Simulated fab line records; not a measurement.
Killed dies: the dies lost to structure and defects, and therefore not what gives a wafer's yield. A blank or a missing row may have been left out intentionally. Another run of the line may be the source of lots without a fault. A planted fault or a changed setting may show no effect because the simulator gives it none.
One fault through the eyes of 2 desks	flow berkeley cmos170	what lay behind the numbers comes last; until then each desk has only its own

== AT THE TOOL OWNER'S DESK: cmp-01 ==
The tool's own readings at UCB170_V2_CMP_02 (polishes SiO2): means of the sampled wafers that have a number, for each lot that ran on this tool. Any lot whose mean is over 4 standard deviations away from the usual mean is out of limits and marked OUT; that distance is given in the brackets.
Columns: A = motor current A at UCB170_V2_CMP_02, usual 16.0 A; B = retaining ring pressure frac at UCB170_V2_CMP_02, usual 1.000; C = slurry flow ml min at UCB170_V2_CMP_02, usual 150.0
lot	first seen here	A	B	C
L468	day 7 22:14	16.5	0.999	150.6
L473	day 8 15:49	15.2	0.999	150.3
L475	day 9 08:06	15.0	0.998	149.9
This desk's verdict: no lot among the 3 shows anything out of limits.

== AT THE METROLOGY DESK ==
What the gauges read for every lot (on any tool): the sampled wafers with a number, averaged. Any lot whose mean is over 4 standard deviations away from the usual mean is out of limits and marked OUT; that distance is given in the brackets. 7 of its 11 readings are shown, namely those furthest out on some lot.
Columns: A = cd nm at UCB170_M2_CD_MEAS_15, usual 700.0 nm; B = M2_OVL at UCB170_M2_OVL_MEAS_16, usual 2 nm; C = cd nm at UCB170_M2_CD_MEAS_90, usual 700 nm; D = cd nm at UCB170_V2_CD_MEAS_12, usual 700.3 nm; E = cd nm at UCB170_V2_CD_MEAS_90, usual 700.3 nm; F = M3_AL_RS at UCB170_M3_RS_MEAS_02, usual 0.0323 ohm/sq; G = M3_AL_THK at UCB170_M3_THK_MEAS_03, usual 907 nm
lot	first seen here	A	B	C	D	E	F	G
L468	day 7 21:22	701.6	-2	701	699.8	700.4	0.0319	920
L473	day 8 15:02	701.3	-14	701	699.5	699.5	0.0325	895
L475	day 9 07:17	700.9	-5	699	701.9	701.9	0.0322	910
L476	day 9 07:35	698.3	-0	700	701.0	701.2	0.0321	908
L482	day 10 09:08	698.4	8	702	703.4	702.9	0.0325	897
L489	day 12 04:48	700.2	4	695	699.9	699.4	0.0324	912
This desk's verdict: no lot among the 6 shows anything out of limits.

== BROUGHT TOGETHER ==
The desk of the tool owner found nothing out of limits.
At the metrology desk, nothing out of limits was observed.

== WHAT WAS PUT IN BY THE SIMULATOR ==
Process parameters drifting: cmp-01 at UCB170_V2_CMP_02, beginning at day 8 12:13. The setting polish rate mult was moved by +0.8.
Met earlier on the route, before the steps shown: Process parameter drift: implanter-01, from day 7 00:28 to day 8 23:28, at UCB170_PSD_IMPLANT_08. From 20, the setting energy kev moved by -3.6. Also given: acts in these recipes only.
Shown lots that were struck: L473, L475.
